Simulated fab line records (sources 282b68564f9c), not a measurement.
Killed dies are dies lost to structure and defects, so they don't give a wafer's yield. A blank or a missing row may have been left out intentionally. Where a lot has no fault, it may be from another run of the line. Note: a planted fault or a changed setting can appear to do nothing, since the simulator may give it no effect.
Struck lot and sound lot, side by side ; flow rit_cmos ; 14 out of 202 route steps
Sound: wafers L904.1, L904.2, L904.5. Wafers L910.2, L910.5, L910.6 were the ones struck. The cause comes at the end.
Order at every step that has rows: each side's tool, ch and its chambers, its first start. Under that, the readings that differ: sound wafers ; struck wafers ; difference of the means ; sigmas: that difference in standard deviations of wafers without a fault.
alike: readings whose means differ by less than 2 such deviations, and words and numbers that are the same on both sides. not compared: withheld readings, readings that some wafer has no value for, bounds like >300 that may hide the same value, and numbers for which the record gives no deviation and whose values overlap.
Wherever a step has rows on one side only, a row that says differs or no value, or a row with sigmas, the two part there. When numbers do not overlap yet have no deviation, they are printed without sigmas and do not part them. Lack of a reading on every wafer of one side parts them only where that side has two or more wafers.

first, 2 steps without rows for these wafers: RIT_GATE_CLEAN_03 (cleans in SC2, time 600 s); RIT_GATE_CLEAN_04 (cleans in dHF, time 60 s).
RIT_FOX2_THK_MEAS_91:
  struck on film_metro-03, day 3 19:56; sound on film_metro-03, day 2 15:37
  alike: FIELD_OXIDE_LEFT_2_THK
then, 2 steps without rows for these wafers: RIT_GATE_OXIDATION_05 (target thk 3 nm, ox time 270 s); RIT_GATE_ANNEAL_06 (time 600 s).
RIT_GATE_THK_MEAS_07:
  struck on film_metro-03, day 3 22:04; sound on film_metro-03, day 2 21:02
  alike: GATE_OXIDE_THK
then, 1 step without rows for these wafers: RIT_GATE_CVD_08 (deposits poly-Si from SiH4, target thk 250 nm, time 2220 s).
RIT_GATE_THK_MEAS_09:
  struck on film_metro-03, day 4 00:52; sound on film_metro-04, day 2 23:14
  alike: GATE_POLY_THK
then, 4 steps without rows for these wafers: RIT_GATE_HMDS_10 (prime time 60 s); RIT_GATE_COAT_11 (resist thk 850 nm); RIT_GATE_SOFTBAKE_12 (time 60 s); RIT_GATE_EXPOSE_13 (exposes mask M6, target cd 150 nm).
RIT_GATE_PEB_14:
  sound on litho_track-03 ch 0, day 2 23:59; struck on litho_track-04, day 4 01:31
reading;sound;struck;difference;sigmas
exhaust_pa (Pa);45.3 46.7 45.4;- - -;no value on the struck wafers;
  not compared: chill_plate_temp_C
then, 1 step without rows for these wafers: RIT_GATE_DEVELOP_15 (develop time 50 s).

== WHERE THEY PART ==
Only at RIT_GATE_PEB_14, as far as this record shows.

WHY: what the simulator had put in
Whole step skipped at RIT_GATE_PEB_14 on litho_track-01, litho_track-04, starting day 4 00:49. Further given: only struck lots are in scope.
